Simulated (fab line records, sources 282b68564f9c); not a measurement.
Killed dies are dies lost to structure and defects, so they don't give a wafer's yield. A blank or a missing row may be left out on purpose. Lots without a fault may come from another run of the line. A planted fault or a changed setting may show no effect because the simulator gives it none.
Split-lot experiment | flow rit_cmos | 5 lots, 23 wafers read, on a route of 202 steps

THE SPLIT
At RIT_NWELL_IMPLANT_08, the setting energy_kev was moved away from the recipe's 170 on 10 of the 23 wafers read, by -5.6% to +4.1%. The other wafers ran this setting at the recipe's value.

The reading is taken at the split's own step.

THE READING
implant.drp_nm (the simulator's own value, which no gauge read), in nm, at RIT_NWELL_IMPLANT_08. The file gives no usual value for it.

wafer  | tool, chamber at the split | energy_kev as run | against the recipe | implant.drp_nm, nm | against lot-mates on the recipe
L076.1 | implanter-04, 0            | 177               | +4.1%              | 70.94              | +2.12
L076.5 | implanter-04, 0            | 177               | +4.1%              | 70.94              | +2.12
L076.6 | implanter-04, 0            | 177               | +4.1%              | 70.94              | +2.12
L076.3 | implanter-04, 0            | 170               | recipe             | 68.82              | -
L076.4 | implanter-04, 0            | 170               | recipe             | 68.82              | -
L077.1 | implanter-04, 0            | 170               | recipe             | 68.82              | -
L077.2 | implanter-04, 0            | 170               | recipe             | 68.82              | -
L077.6 | implanter-04, 0            | 170               | recipe             | 68.82              | -
L077.3 | implanter-04, 0            | 166.9             | -1.8%              | 67.9               | -0.92
L077.5 | implanter-04, 0            | 166.9             | -1.8%              | 67.9               | -0.92
L078.1 | implanter-01, 0            | 170               | recipe             | 68.82              | -
L078.2 | implanter-01, 0            | 170               | recipe             | 68.82              | -
L078.3 | implanter-01, 0            | 170               | recipe             | 68.82              | -
L082.2 | implanter-01, 0            | 174.7             | +2.8%              | 70.25              | +1.43
L082.5 | implanter-01, 0            | 174.7             | +2.8%              | 70.25              | +1.43
L082.6 | implanter-01, 0            | 174.7             | +2.8%              | 70.25              | +1.43
L082.3 | implanter-01, 0            | 170               | recipe             | 68.82              | -
L082.4 | implanter-01, 0            | 170               | recipe             | 68.82              | -
L084.1 | implanter-01, 0            | 170               | recipe             | 68.82              | -
L084.4 | implanter-01, 0            | 170               | recipe             | 68.82              | -
L084.5 | implanter-01, 0            | 170               | recipe             | 68.82              | -
L084.3 | implanter-01, 0            | 160.4             | -5.6%              | 65.94              | -2.88
L084.6 | implanter-01, 0            | 160.4             | -5.6%              | 65.94              | -2.88

THE FIT
A straight line over all 23 wafers: implant.drp_nm changes by +0.512 nm for each +1% of energy_kev; r = +1.00; the points scatter about the line by 0.0067 nm.
The same after taking each lot's own level away (the mean of its wafers on the recipe; 23 wafers): +0.512 nm for each +1%; r = +1.00; scatter 0.0067 nm.
On that fit, the largest move of energy_kev shifts the reading by 2.9 nm.
The lots' own levels span 68.820 to 68.820 nm.
So the lot-to-lot level changes the slope little: the two slopes agree.
Check: with one of the wafers moved furthest among these (-5.6%) left out of the fit, the line predicts -2.89 nm for it against its lot-mates. It came out at -2.88 nm against them.

OTHER SPLITS ON THESE WAFERS
These wafers also went through other splits before the reading. Each is held against what the fit with the lots' levels taken away leaves over:
other split on the same wafers  | wafers away from the commonest value | r with implant.drp_nm (lot level and that fit taken away)
RIT_ACTIVE_EXPOSE_08 dose_mj    | 5                                    | -0.22
RIT_FOX2_OXIDATION_00 ox_time_s | 10                                   | +0.21

THE WHOLE CHAIN: every reading that the file lists as answering this split, in the file's order
step                 | what it does | reading                                                         | change (the file's fit)               | r (the file's)
RIT_NWELL_IMPLANT_08 |              | implant.rp_nm (the simulator's own value, which no gauge read)  | +2.18 nm for each +1% of the setting  | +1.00
RIT_NWELL_IMPLANT_08 |              | implant.drp_nm (the simulator's own value, which no gauge read) | +0.512 nm for each +1% of the setting | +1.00

THE FILE'S OWN FIT
implant.drp_nm changes by +0.512 nm for each +1% of energy_kev, r = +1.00.
